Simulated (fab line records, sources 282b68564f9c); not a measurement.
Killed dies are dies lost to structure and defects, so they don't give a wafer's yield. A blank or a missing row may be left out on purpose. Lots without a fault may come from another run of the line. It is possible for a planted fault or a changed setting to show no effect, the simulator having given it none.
Problem report, 8D (eight disciplines) form, completed by code | flow rit_cmos | the parts of the form that need people (team, actions taken, sign-off) are left out

== 1. THE ISSUE ==
Mean of spin_speed_rpm at RIT_PSD_COAT_01: 3106.1 rpm across 6 wafers in 2 lots; on wafers with no fault it is 3250.0 rpm (standard deviation 2.1). Measured from the usual mean, that is -69 standard deviations.
The step: resist thk 1000 nm.
Seen first at day 6 02:20 on litho_track-01, wafer L151.3. The record has a number at this step for 18 wafers belonging to 6 lots. By rule, "out" or "out of limits" means more than 4 standard deviations away from the usual mean. All remaining wafers that have a number are taken as sound.

== 2. WHAT THIS IS AND IS NOT ==
question                    | is                     | is not
which readings at this step | spin_speed_rpm         | -
which lots                  | L151, L154             | L136, L140, L155, L157
which wafers of those lots  | all that have a number | -
read on which tools         | litho_track-01         | litho_track-02
when                        | from day 6 02:20       | up to then (6 sound wafers); but 6 sound wafers of L155, L157 came after

== 3. THE SUSPECTS, EACH WITH WHAT RULES IT OUT ==
Counting: a tool at any process step up to the reading remains a suspect when it ran all the lots that are out and ran no sound lot after the first of those.
- litho_track-01 at RIT_PSD_COAT_01 (resist thk 1000 nm): kept. Every lot that is out went through it, starting with L151 (day 6 02:20), and after that it ran no sound lot; the last sound lot it ran before then is L140 (day 3 20:59). On those wafers its own readings are out: spin_speed_rpm.
The count leaves litho_track-01 at RIT_PSD_COAT_01.

== 4. THE CAUSE (what the simulator had put in) ==
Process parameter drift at RIT_PSD_COAT_01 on litho_track-01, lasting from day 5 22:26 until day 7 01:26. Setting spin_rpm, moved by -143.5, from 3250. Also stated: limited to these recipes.
Only this tool survived the counting.

== 5. THE EFFECT CHAIN, in route order ==
Each row: a reading where the mean over the struck wafers with a number is more than 3 standard deviations away from the usual. Only readings whose record carries a usual standard deviation are examined. hours: median over the lots of the time between each lot's start at the first step of this table that gives one and its start at this step. sigmas: the change, counted in usual standard deviations.
hours | step            | reading        | usual      | on struck wafers | change | sigmas
0     | RIT_PSD_COAT_01 | spin_speed_rpm | 3250.0 rpm | 3106.1           | -143.9 | -69
It contains these process steps:
- RIT_PSD_COAT_01: resist thk 1000 nm.
Later steps that measure or inspect, where all struck wafers having a row at the step show a number for every such reading and not one has moved that far: RIT_PSD_OVL_MEAS_06.

== 6. HOW IT WOULD HAVE BEEN CAUGHT EARLIER ==
In this record the first reading out of limits was taken at day 6 02:20, 4 hours after the fault began at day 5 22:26.
